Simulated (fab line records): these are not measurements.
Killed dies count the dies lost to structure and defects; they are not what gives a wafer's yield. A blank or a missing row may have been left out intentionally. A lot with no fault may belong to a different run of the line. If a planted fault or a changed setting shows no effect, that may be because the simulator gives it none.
A single fault, viewed from 2 desks + flow berkeley_cmos170 + every desk sees just its own numbers, and what lay behind them comes last

## AT THE TOOL OWNER'S DESK: implanter-03
The tool's own readings at UCB170_NLDD_IMPLANT_08, given as means over the sampled wafers that have a number, one for each lot that went through this tool. The brackets show how far a lot's mean lies from the usual mean; more than 4 standard deviations puts the lot out of limits, marked OUT.
Columns: A = dose_ions_cm2 at UCB170_NLDD_IMPLANT_08, usual 5.001e+13; B = faraday_current_uA at UCB170_NLDD_IMPLANT_08, usual 159
| lot  | first seen here | A                           | B              |
|------|-----------------|-----------------------------|----------------|
| L229 | day 8 08:16     | 4.999e+13                   | 158            |
| L232 | day 8 15:18     | 5.004e+13                   | 161            |
| L233 | day 9 03:31     | 5.001e+13                   | 155            |
| L237 | day 9 18:57     | 4.399e+13 (-99 or more) OUT | 140 (-5.8) OUT |
| L241 | day 11 01:10    | 4.396e+13 (-99 or more) OUT | 138 (-6.5) OUT |
This desk finds L237, L241 out of limits, L237 being first, at day 9 18:57 (dose_ions_cm2 at UCB170_NLDD_IMPLANT_08). Within limits: L229, L232, L233.

## THE METROLOGY DESK
Means of the sampled wafers that have a number, per lot and without regard to the tool the lot ran on: this is what the gauges read. The brackets show how far a lot's mean lies from the usual mean; more than 4 standard deviations puts the lot out of limits, marked OUT.
Columns: A = PSD_RS at UCB170_SDANNEAL_RS_MEAS_02, usual 76.5 ohm/sq; B = NLDD_RS at UCB170_SDANNEAL_RS_MEAS_05, usual 616.2 ohm/sq; C = SILICIDE_TI_THK at UCB170_SILICIDE_THK_MEAS_03, usual 29.7 nm; D = V1_BOW at UCB170_V1_BOW_MEAS_03, usual 18 um
| lot  | first seen here | A    | B               | C    | D  |
|------|-----------------|------|-----------------|------|----|
| L226 | day 8 11:47     | 76.7 | 616.4           | 29.9 | 22 |
| L230 | day 8 20:11     | 76.0 | 615.2           | 29.6 | 19 |
| L229 | day 8 20:22     | 76.6 | 615.1           | 29.8 | 13 |
| L228 | day 9 02:47     | 76.3 | 616.2           | 29.1 | 18 |
| L232 | day 9 03:44     | 76.2 | 617.4           | 29.9 | 22 |
| L231 | day 9 04:23     | 76.9 | 616.6           | 29.9 | 22 |
| L233 | day 9 18:28     | 76.2 | 616.9           | 29.9 | 18 |
| L234 | day 9 19:27     | 76.8 | 616.9           | 29.6 | 25 |
| L237 | day 10 05:25    | 76.9 | 641.2 (+19) OUT | 29.7 | 21 |
| L241 | day 11 11:43    | 76.5 | 645.1 (+22) OUT | 29.7 | 12 |
| L244 | day 11 11:55    | 75.9 | 615.5           | 30.2 | 17 |
| L240 | day 11 12:13    | 76.8 | 616.9           | 29.7 | 19 |
| L245 | day 12 04:23    | 76.6 | 617.0           | 29.3 | 17 |
| L247 | day 12 04:54    | 76.3 | 615.5           | 29.8 | 12 |
This desk's finding: out of limits on L237, L241; first on L237, day 10 05:47 (NLDD_RS at UCB170_SDANNEAL_RS_MEAS_05). Within limits: L226, L230, L229, L228, L232, L231, L233, L234, L244, L240, L245, L247.

## BROUGHT TOGETHER
The tool owner's desk could have raised an alarm at day 9 18:57, on L237, L241.
Metrology desk: alarm possible at day 10 05:47 on L237, L241.
The lots listed all ran UCB170_NLDD_IMPLANT_08 on implanter-03.

## WHAT THE SIMULATOR HAD PUT IN
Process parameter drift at UCB170_NLDD_IMPLANT_08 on implanter-03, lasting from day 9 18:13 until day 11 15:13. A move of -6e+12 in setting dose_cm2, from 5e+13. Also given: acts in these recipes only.
Struck lots among those shown: L237, L241.
Fault start to first reading out of limits, in hours, per desk: tool owner, 1; metrology, 12.
